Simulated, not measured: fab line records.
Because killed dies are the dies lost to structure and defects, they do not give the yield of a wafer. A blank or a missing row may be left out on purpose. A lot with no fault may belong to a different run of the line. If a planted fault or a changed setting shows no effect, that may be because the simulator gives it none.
fab line records -- flow ritCmos
[record] lots = 7, wafers = 21, lastDay = 7
route steps=202 shown NWELL@35 PWELL@39 WELLDRIVE@50 NRETRO@53 M1@202
lots that met no fault: taken from a fault-free run of the same line
startH: hours from the record's first day to the start of the lot's first wafer shown -- waitH: how many hours have passed since the lot's step before this one -- " unchanged from the row above -- L1.1+2: a row that stands for several wafers -- - no value, or no start was given -- * or withheld: withheld -- < > ~ a bound
route shown NAME@n: names a module that has steps shown in the file, with the first one's number in the route -- usual: mean/standard deviation of fault-free wafers -- same: alike in all rows -- chamber/n: place in a boat -- sites: per-site readings -- _std_site: the values' standard deviation -- _edge_site: inner sites' mean taken away from outer sites' mean -- radiusMm: for every site, how far away it sits from the centre of the wafer -- mask NAME#n: copy n -- behind: the most recent tool/chamber to have shaped the wafer -- hold: cause of the lot's hold/its duration in hours/its outcome -- device: names the non-switching transistor (n, p or np) -- end of line: at the end of the route, the tests of the same wafers -- a step with no rows: only its recipe -- killed: dies lost to structure and defects at the first sort, not the wafer's yield -- map: the dies of a wafer, with x for killed, . for not killed, _ for no die there
set.NAME: the run value of the setting; set.NAME@STEP: its run value at that earlier step -- model.NAME: the simulator's own value behind a step, which no gauge read
a table for each step, a row for each wafer; lots at some steps of the route
services: a tool's chamber out of use, with start hour (startH, from the record's first day; less than 0 if before it), hours out, and reason
[[steps]]
[step RIT_NWELL_HARDBAKE_07]
[recipe] resist = NOVOLAK, tempC = 140, timeS = 120
[step RIT_NWELL_IMPLANT_08]
[recipe] species = P, energyKev = 170, doseCm2 = 5e+13, tiltDeg = 7
[step RIT_NWELL_STRIP_09]
[recipe] chemistry = O2, timeS = 180, resist = NOVOLAK, platenTempC = withheld, powerW = 500, pressureMtorr = 4000, o2FlowSccm = 4000
[usual] drypumpMotorCurrentA = 5.9/0.42, rfReflPowerW = 6.2/0.86
lot.wafer,tool,chamber,startH,waitH,drypumpMotorCurrentA,rfHoursCounterH,rfReflPowerW
L688.3,plasmaAsher-04,1,65.81,0.1,6.2,-,6.6
L688.4,plasmaAsher-04,0,65.81,0.1,6.6,-,6.2
L688.5,plasmaAsher-04,1,65.81,0.1,6.1,-,6.3
L689.1,plasmaAsher-01,1,71.08,0.1,5.5,44,7.3
L689.2,plasmaAsher-01,0,71.08,0.1,5.4,44,7.2
L689.6,plasmaAsher-01,0,71.08,0.1,5.4,-,7.3
L695.1,plasmaAsher-04,1,100.72,0.1,6.1,47,6.4
L695.2,plasmaAsher-04,0,100.72,0.1,6.6,47,6.2
L695.5,plasmaAsher-04,0,100.72,0.1,6.6,-,5.9
L696.1,plasmaAsher-04,0,105.95,0.1,6.6,47,6.1
L696.2,plasmaAsher-04,1,105.95,0.1,6.2,47,6.8
L696.4,plasmaAsher-04,0,105.95,0.1,6.6,-,5.8
L697.2,plasmaAsher-03,1,110.97,0.3,5.6,32,6.0
L697.5,plasmaAsher-03,1,110.97,0.3,5.6,-,6.1
L697.6,plasmaAsher-03,0,110.97,0.3,5.7,-,4.8
L701.2,plasmaAsher-01,1,130.67,0.1,5.5,48,7.2
L701.4,plasmaAsher-01,0,130.67,0.1,5.4,-,7.0
L701.6,plasmaAsher-01,0,130.67,0.1,5.5,-,7.2
L702.3,plasmaAsher-04,1,135.64,0.1,6.1,-,6.3
L702.5,plasmaAsher-04,1,135.64,0.1,6.1,-,6.6
L702.6,plasmaAsher-04,0,135.64,0.1,6.5,-,6.3
[step RIT_NWELL_TW_MEAS_10]
[usual] NWELL_TW = 2134/29
lot.wafer,tool,chamber,startH,waitH,NWELL_TW
L688.3,filmMetro-03,-,65.95,0.1,2166
L688.4,filmMetro-03,-,65.95,0.1,2172
L688.5,filmMetro-03,-,65.95,0.1,2175
L689.1,filmMetro-02,-,71.26,0.1,2157
L689.2,filmMetro-02,-,71.26,0.1,2145
L689.6,filmMetro-02,-,71.26,0.1,2142
L695.1,filmMetro-04,-,100.89,0.1,2107
L695.2,filmMetro-04,-,100.89,0.1,2116
L695.5,filmMetro-04,-,100.89,0.1,2101
L696.1,filmMetro-04,-,106.12,0.1,2109
L696.2,filmMetro-04,-,106.12,0.1,2099
L696.4,filmMetro-04,-,106.12,0.1,2099
L697.2,filmMetro-02,-,111.16,0.1,2164
L697.5,filmMetro-02,-,111.16,0.1,2161
L697.6,filmMetro-02,-,111.16,0.1,2170
L701.2,filmMetro-04,-,130.85,0.1,2099
L701.4,filmMetro-04,-,130.85,0.1,2101
L701.6,filmMetro-04,-,130.85,0.1,2101
L702.3,filmMetro-03,-,135.77,0.1,2150
L702.5,filmMetro-03,-,135.77,0.1,2143
L702.6,filmMetro-03,-,135.77,0.1,2157
[step RIT_PWELL_HMDS_00]
[recipe] primeTimeS = 60, primeTempC = 140
[step RIT_PWELL_COAT_01]
[recipe] resist = NOVOLAK, spinRpm = 2000, resistThkNm = 1300
[step RIT_PWELL_SOFTBAKE_02]
[recipe] resist = NOVOLAK, tempC = 90, timeS = 60
[step RIT_PWELL_EXPOSE_03]
[recipe] maskId = M3, na = 0.57, targetCdNm = 43700, doseMj = 250
[step RIT_PWELL_PEB_04]
[recipe] resist = NOVOLAK, tempC = withheld, timeS = withheld
[step RIT_PWELL_DEVELOP_05]
[recipe] resist = NOVOLAK, developTimeS = 68, devTempC = 23
[step RIT_PWELL_OVL_MEAS_06]
[usual] PWELL_OVL = -0.5/1.2
lot.wafer,tool,chamber,startH,waitH,PWELL_OVL[nm]
L688.3,overlay-02,-,66.88,-,-0.4
L688.4,overlay-02,-,66.88,-,-0.2
L688.5,overlay-02,-,66.88,-,0.4
L689.1,overlay-01,-,72.32,-,-2.3
L689.2,overlay-01,-,72.32,-,-0.8
L689.6,overlay-01,-,72.32,-,-1.4
L695.1,overlay-02,-,101.83,-,-1.0
L695.2,overlay-02,-,101.83,-,-0.6
L695.5,overlay-02,-,101.83,-,0.3
L696.1,overlay-01,-,107.06,-,0.5
L696.2,overlay-01,-,107.06,-,-2.0
L696.4,overlay-01,-,107.06,-,-2.0
L697.2,overlay-01,-,112.09,-,0.2
L697.5,overlay-01,-,112.09,-,0.6
L697.6,overlay-01,-,112.09,-,0.2
L701.2,overlay-01,-,132.11,-,0.2
L701.4,overlay-01,-,132.11,-,-1.1
L701.6,overlay-01,-,132.11,-,-1.8
L702.3,overlay-01,-,136.83,-,-0.9
L702.5,overlay-01,-,136.83,-,-1.6
L702.6,overlay-01,-,136.83,-,1.0
[step RIT_PWELL_HARDBAKE_07]
[recipe] resist = NOVOLAK, tempC = 140, timeS = 120
[step RIT_PWELL_IMPLANT_08]
[recipe] species = B, energyKev = 170, doseCm2 = 7e+13, tiltDeg = 7
[usual] doseIonsCm2 = 7e+13/7.1e+10, endStationPressureTorr = 5.22e-06/2.6e-07
lot.wafer,tool,chamber,startH,waitH,doseIonsCm2,endStationPressureTorr
L688.3,implanter-02,0,67.21,0.2,6.995e+13,4.83e-06
L688.4,implanter-02,0,67.21,0.2,6.994e+13,5.31e-06
L688.5,implanter-02,0,67.21,0.2,6.985e+13,4.96e-06
L689.1,implanter-04,0,72.61,0.2,7.003e+13,5.2e-06
L689.2,implanter-04,0,72.61,0.2,7.001e+13,5.25e-06
L689.6,implanter-04,0,72.61,0.2,6.999e+13,5.18e-06
L695.1,implanter-02,0,102.12,0.2,7.397e+13,5.11e-06
L695.2,implanter-02,0,102.12,0.2,7.404e+13,5.28e-06
L695.5,implanter-02,0,102.12,0.2,7.407e+13,5.41e-06
L696.1,implanter-02,0,107.35,0.2,7.398e+13,5.08e-06
L696.2,implanter-02,0,107.35,0.2,7.406e+13,5.3e-06
L696.4,implanter-02,0,107.35,0.2,7.408e+13,5.08e-06
L697.2,implanter-02,0,112.40,0.2,7.409e+13,4.91e-06
L697.5,implanter-02,0,112.40,0.2,7.4e+13,4.99e-06
L697.6,implanter-02,0,112.40,0.2,7.402e+13,5.62e-06
L701.2,implanter-04,0,132.42,0.2,6.999e+13,5.15e-06
L701.4,implanter-04,0,132.42,0.2,6.998e+13,5.62e-06
L701.6,implanter-04,0,132.42,0.2,6.991e+13,5.12e-06
L702.3,implanter-04,0,137.15,0.2,6.996e+13,5.39e-06
L702.5,implanter-04,0,137.15,0.2,6.991e+13,4.9e-06
L702.6,implanter-04,0,137.15,0.2,6.996e+13,5.15e-06
[step RIT_PWELL_STRIP_09]
[recipe] chemistry = O2, timeS = 180, resist = NOVOLAK, platenTempC = withheld, powerW = 500, pressureMtorr = 4000, o2FlowSccm = 4000
[usual] drypumpMotorCurrentA = 6.1/0.35, rfReflPowerW = 6.4/1.4
lot.wafer,tool,chamber,startH,waitH,drypumpMotorCurrentA,rfHoursCounterH,rfReflPowerW
L688.3,plasmaAsher-03,0,67.36,0.1,5.7,-,4.2
L688.4,plasmaAsher-03,1,67.36,0.1,5.7,-,5.8
L688.5,plasmaAsher-03,0,67.36,0.1,5.7,-,4.6
L689.1,plasmaAsher-04,0,72.76,0.1,6.5,44,6.2
L689.2,plasmaAsher-04,1,72.76,0.1,6.1,44,6.1
L689.6,plasmaAsher-04,1,72.76,0.1,6.2,-,6.1
L695.1,plasmaAsher-02,1,102.27,0.1,6.3,44,9.1
L695.2,plasmaAsher-02,0,102.27,0.1,6.3,44,8.1
L695.5,plasmaAsher-02,0,102.27,0.1,6.3,-,8.2
L696.1,plasmaAsher-04,1,107.50,0.1,6.1,48,6.8
L696.2,plasmaAsher-04,0,107.50,0.1,6.6,48,5.8
L696.4,plasmaAsher-04,0,107.50,0.1,6.6,-,5.8
L697.2,plasmaAsher-03,0,112.52,0.1,5.7,33,4.4
L697.5,plasmaAsher-03,0,112.52,0.1,5.8,-,4.4
L697.6,plasmaAsher-03,1,112.52,0.1,5.6,-,6.0
L701.2,plasmaAsher-04,1,132.54,0.1,6.1,2,6.6
L701.4,plasmaAsher-04,0,132.54,0.1,6.6,-,6.0
L701.6,plasmaAsher-04,0,132.54,0.1,6.6,-,6.0
L702.3,plasmaAsher-02,0,137.31,0.1,6.4,-,7.6
L702.5,plasmaAsher-02,1,137.31,0.1,6.3,-,8.8
L702.6,plasmaAsher-02,0,137.31,0.1,6.4,-,7.6
[step RIT_PWELL_TW_MEAS_10]
[usual] PWELL_TW = 944/12
lot.wafer,tool,chamber,startH,waitH,PWELL_TW
L688.3,filmMetro-04,-,67.50,0.1,929
L688.4,filmMetro-04,-,67.50,0.1,934
L688.5,filmMetro-04,-,67.50,0.1,931
L689.1,filmMetro-02,-,72.93,0.1,959
L689.2,filmMetro-02,-,72.93,0.1,960
L689.6,filmMetro-02,-,72.93,0.1,958
L695.1,filmMetro-03,-,102.44,0.1,966
L695.2,filmMetro-03,-,102.44,0.1,968
L695.5,filmMetro-03,-,102.44,0.1,970
L696.1,filmMetro-04,-,107.67,0.1,953
L696.2,filmMetro-04,-,107.67,0.1,957
L696.4,filmMetro-04,-,107.67,0.1,953
L697.2,filmMetro-04,-,112.71,0.1,949
L697.5,filmMetro-04,-,112.71,0.1,950
L697.6,filmMetro-04,-,112.71,0.1,954
L701.2,filmMetro-04,-,132.73,0.1,938
L701.4,filmMetro-04,-,132.73,0.1,931
L701.6,filmMetro-04,-,132.73,0.1,932
L702.3,filmMetro-03,-,137.45,0.1,954
L702.5,filmMetro-03,-,137.45,0.1,954
L702.6,filmMetro-03,-,137.45,0.1,955
[step RIT_WELLDRIVE_ANNEAL_00]
[recipe] tempC = 1100, timeS = 14700, ambient = N2
[step RIT_WELLDRIVE_RS_MEAS_01]
[recipe] thkMeasGauge = four-point-probe
[usual] NWELL_RS = 275.4/0.9
lot.wafer,tool,chamber,startH,waitH,NWELL_RS[ohm/sq]
L688.3,filmMetro-03,-,73.20,0.0,276.0
L688.4,filmMetro-03,-,73.20,0.0,274.0
L688.5,filmMetro-03,-,73.20,0.0,274.5
L689.1,filmMetro-03,-,78.21,0.0,275.5
L689.2,filmMetro-03,-,78.21,0.0,275.8
L689.6,filmMetro-03,-,78.21,0.0,275.6
L695.1,filmMetro-03,-,107.69,0.0,274.1
L695.2,filmMetro-03,-,107.69,0.0,275.2
L695.5,filmMetro-03,-,107.69,0.0,275.4
L696.1,filmMetro-03,-,112.82,0.0,275.3
L696.2,filmMetro-03,-,112.82,0.0,274.8
L696.4,filmMetro-03,-,112.82,0.0,274.6
L697.2,filmMetro-04,-,117.92,0.0,275.9
L697.5,filmMetro-04,-,117.92,0.0,276.5
L697.6,filmMetro-04,-,117.92,0.0,275.1
L701.2,filmMetro-04,-,138.25,0.0,276.8
L701.4,filmMetro-04,-,138.25,0.0,276.3
L701.6,filmMetro-04,-,138.25,0.0,276.5
L702.3,filmMetro-04,-,143.36,0.0,276.3
L702.5,filmMetro-04,-,143.36,0.0,274.8
L702.6,filmMetro-04,-,143.36,0.0,275.6
[step RIT_WELLDRIVE_RS_MEAS_02]
[recipe] thkMeasGauge = four-point-probe
[usual] PWELL_RS = 429.2/1.7
lot.wafer,tool,chamber,startH,waitH,PWELL_RS[ohm/sq]
L688.3,filmMetro-03,-,73.32,0.1,430.4
L688.4,filmMetro-03,-,73.32,0.1,429.4
L688.5,filmMetro-03,-,73.32,0.1,431.8
L689.1,filmMetro-03,-,78.33,0.1,428.6
L689.2,filmMetro-03,-,78.33,0.1,428.0
L689.6,filmMetro-03,-,78.33,0.1,428.9
L695.1,filmMetro-03,-,107.81,0.1,413.5
L695.2,filmMetro-03,-,107.81,0.1,414.1
L695.5,filmMetro-03,-,107.81,0.1,415.9
L696.1,filmMetro-03,-,112.94,0.1,412.1
L696.2,filmMetro-03,-,112.94,0.1,413.0
L696.4,filmMetro-03,-,112.94,0.1,413.3
L697.2,filmMetro-04,-,118.04,0.1,414.6
L697.5,filmMetro-04,-,118.04,0.1,414.4
L697.6,filmMetro-04,-,118.04,0.1,415.3
L701.2,filmMetro-04,-,138.37,0.1,430.6
L701.4,filmMetro-04,-,138.37,0.1,430.6
L701.6,filmMetro-04,-,138.37,0.1,430.7
L702.3,filmMetro-04,-,143.48,0.1,428.7
L702.5,filmMetro-04,-,143.48,0.1,429.6
L702.6,filmMetro-04,-,143.48,0.1,429.4
[step RIT_NRETRO_HMDS_00]
[recipe] primeTimeS = 60, primeTempC = 140
[step RIT_M1_PROBE_99]
[usual] killedAtFrontEnd = 7/3.2, killedDies = 7/3.2, killedOpen = 3.2/2.1, killedShort = 3.5/2.2
[same] grossDies = 264, killed_at_M0_to_M3 = 0, killed_at_M4_up = 0, killedAtBackSide = 0, killedAtContacts = 0, killedAtOther = 0
lot.wafer,tool,chamber,startH,waitH,killedAtFrontEnd,killedDies,killedOpen,killedShort,model.etest.pwellPinched.rsOhmSq,model.etest.pwell.rsOhmSq,model.etest.diodeNplusPwell.bvV,model.etest.nmos_0p15.bvV,model.etest.nmos_0p3.bvV,model.etest.diodeNplusComb.cjFfUm2,model.etest.diodeNplusPwell.cjFfUm2,model.etest.capNGate.cMinFfUm2
L688.3,prober-01,-,101.40,0.2,7,7,2,5,460.6,415.6,5.934,5.477,5.477,2.647,2.077,2.38
L688.4,prober-01,-,101.45,0.2,5,5,2,3,453.3,411.6,5.947,5.477,5.477,2.612,2.069,2.375
L688.5,prober-01,-,101.50,0.2,2,2,0,2,460.4,415.9,5.982,5.486,5.486,2.616,2.053,2.372
L689.1,prober-02,-,106.78,0.1,10,10,5,5,467.9,419.1,6.007,5.49,5.49,2.656,2.065,2.42
L689.2,prober-02,-,106.83,0.1,8,8,3,5,460.3,414.7,5.994,5.497,5.497,2.635,2.047,2.407
L689.6,prober-02,-,107.03,0.2,8,8,1,7,471.9,419.4,5.99,5.447,5.447,2.675,2.065,2.426
L696.1,prober-01,-,141.22,0.1,8,8,3,5,438.2,396.6,5.86,5.436,5.436,2.703,2.12,2.401
L696.2,prober-01,-,141.27,0.1,8,8,4,4,450.9,399.3,5.86,5.428,5.428,2.747,2.11,2.409
L696.4,prober-01,-,141.37,0.2,9,9,3,6,449.7,399.6,5.828,5.413,5.413,2.734,2.129,2.406
L697.2,prober-02,-,146.78,0.1,3,3,2,1,440.3,391.8,5.816,5.419,5.419,2.698,2.1,2.401
L697.5,prober-02,-,146.93,0.2,7,7,1,6,441.7,396.3,5.873,5.434,5.434,2.695,2.102,2.411
L697.6,prober-02,-,146.98,0.2,5,5,3,2,441.3,396.5,5.832,5.425,5.425,2.698,2.106,2.387
L701.2,prober-02,-,166.86,0.1,3,3,2,1,459.9,418.3,6.001,5.516,5.516,2.623,2.048,2.381
L701.4,prober-02,-,166.96,0.2,2,2,1,1,460.2,417,6.027,5.536,5.536,2.633,2.049,2.385
L701.6,prober-02,-,167.06,0.2,9,9,2,7,456.5,416.6,5.98,5.523,5.523,2.614,2.05,2.376
L702.3,prober-01,-,173.70,0.2,8,8,5,3,453.4,412.4,5.978,5.577,5.577,2.644,2.068,2.322
L702.5,prober-01,-,173.80,0.2,2,2,0,2,460.9,417.5,5.941,5.553,5.553,2.638,2.067,2.314
L702.6,prober-01,-,173.85,0.2,4,4,1,3,457.6,418.6,5.918,5.528,5.528,2.647,2.075,2.326
// killed by level:class
L688.3 FOX1:geometricParticle:short=2 SPACER:geometricParticle:short=2 GATE:geometricParticle:short=1 REOX:geometricParticle:open=1 SILICIDE:geometricParticle:open=1
L688.4 FOX2:geometricParticle:short=1 GATE:geometricParticle:open=1 REOX:geometricParticle:short=1 SPACER:geometricParticle:open=1 SPACER:geometricParticle:short=1
L688.5 ACTIVE:geometricParticle:short=1 GATE:geometricParticle:short=1
L689.1 GATE:geometricParticle:open=3 GATE:geometricParticle:short=2 SILICIDE:geometricParticle:short=2 FOX1:geometricParticle:short=1 REOX:geometricParticle:open=1 SPACER:geometricParticle:open=1
L689.2 REOX:geometricParticle:short=3 SILICIDE:geometricParticle:short=2 FOX2:geometricParticle:open=1 GATE:geometricParticle:open=1 SPACER:geometricParticle:open=1
L689.6 FOX1:geometricParticle:short=2 GATE:geometricParticle:short=2 SILICIDE:geometricParticle:short=2 SPACER:geometricParticle:short=1 SPACER:geometricParticle:open=1
L696.1 GATE:geometricParticle:short=2 GATE:geometricParticle:open=2 FOX1:geometricParticle:short=1 FOX2:geometricParticle:short=1 REOX:geometricParticle:short=1 SPACER:geometricParticle:open=1
L696.2 GATE:geometricParticle:short=3 FOX2:geometricParticle:open=1 GATE:geometricParticle:open=1 SPACER:geometricParticle:open=1 SPACER:geometricParticle:short=1 SILICIDE:geometricParticle:open=1
L696.4 GATE:geometricParticle:short=4 GATE:geometricParticle:open=2 FOX2:geometricParticle:short=1 FOX2:geometricParticle:open=1 SILICIDE:geometricParticle:short=1
L697.2 FOX2:geometricParticle:short=1 FOX2:geometricParticle:open=1 GATE:geometricParticle:open=1
L697.5 GATE:geometricParticle:short=3 SILICIDE:geometricParticle:short=2 FOX2:geometricParticle:open=1 FOX2:geometricParticle:short=1
L697.6 FOX1:geometricParticle:open=1 FOX1:geometricParticle:short=1 GATE:geometricParticle:short=1 GATE:geometricParticle:open=1 SILICIDE:geometricParticle:open=1
L701.2 GATE:geometricParticle:short=1 GATE:geometricParticle:open=1 SPACER:geometricParticle:open=1
L701.4 GATE:geometricParticle:short=1 GATE:geometricParticle:open=1
L701.6 FOX1:geometricParticle:short=2 FOX2:geometricParticle:short=2 FOX2:geometricParticle:open=1 GATE:geometricParticle:short=1 GATE:geometricParticle:open=1 SPACER:geometricParticle:short=1 SILICIDE:geometricParticle:short=1
L702.3 GATE:geometricParticle:short=2 REOX:geometricParticle:open=2 SPACER:geometricParticle:open=2 GATE:geometricParticle:open=1 SILICIDE:geometricParticle:short=1
L702.5 GATE:geometricParticle:short=2
L702.6 GATE:geometricParticle:short=2 GATE:geometricParticle:open=1 REOX:geometricParticle:short=1
[[services]]
tool,chamber,startH,hours,kind
plasmaAsher-01,-,106.44,15.6,pm
plasmaAsher-04,-,108.75,9.0,pm
plasmaAsher-04,0,108.75,9.0,ventCycle
plasmaAsher-04,1,108.75,9.0,ventCycle
plasmaAsher-04,0,117.75,-,clean
plasmaAsher-04,1,117.75,-,clean
plasmaAsher-01,-,131.99,10.1,repair
[[key]]
[firstSign] step = RIT_PWELL_IMPLANT_08, reading = doseIonsCm2, direction = up, sigmas = 57, usual = 7e+13, struck = 7.403e+13
[effect] step = RIT_WELLDRIVE_RS_MEAS_02, reading = PWELL_RS, direction = down, sigmas = 9.2, usual = 429.2, struck = 414.0
[modelEffect] step = RIT_M1_PROBE_99, value = etest.pwellPinched.rsOhmSq, without = 460.2, struck = 443.7
metAt RIT_PWELL_IMPLANT_08
struckWafers L695.1,L695.2,L695.5,L696.1,L696.2,L696.4,L697.2,L697.5,L697.6
rowsEnd L695.1,L695.2,L695.5
testerLeftOut L696,L697
onsetBetween 67.21 102.12
[fault] kind = processParameterDrift, tool = implanter-02, chamber = -, onsetH = 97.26, steps = RIT_PWELL_IMPLANT_08, channel = doseCm2, offset = 4.0254e+12, shape = step, endH = 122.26, actsIn = theseRecipesOnly, stated = 7e+13
// testerLeftOut: of these lots the tester's yield and bins aren't shown, on N5 and GAA mostly nor the transistor test; their killed dies are dies lost to structure and defects alone, not to doping, threshold or leakage, so they don't give the yield
// rowsEnd: these wafers met a further fault down the route, and their rows from its step on are left out
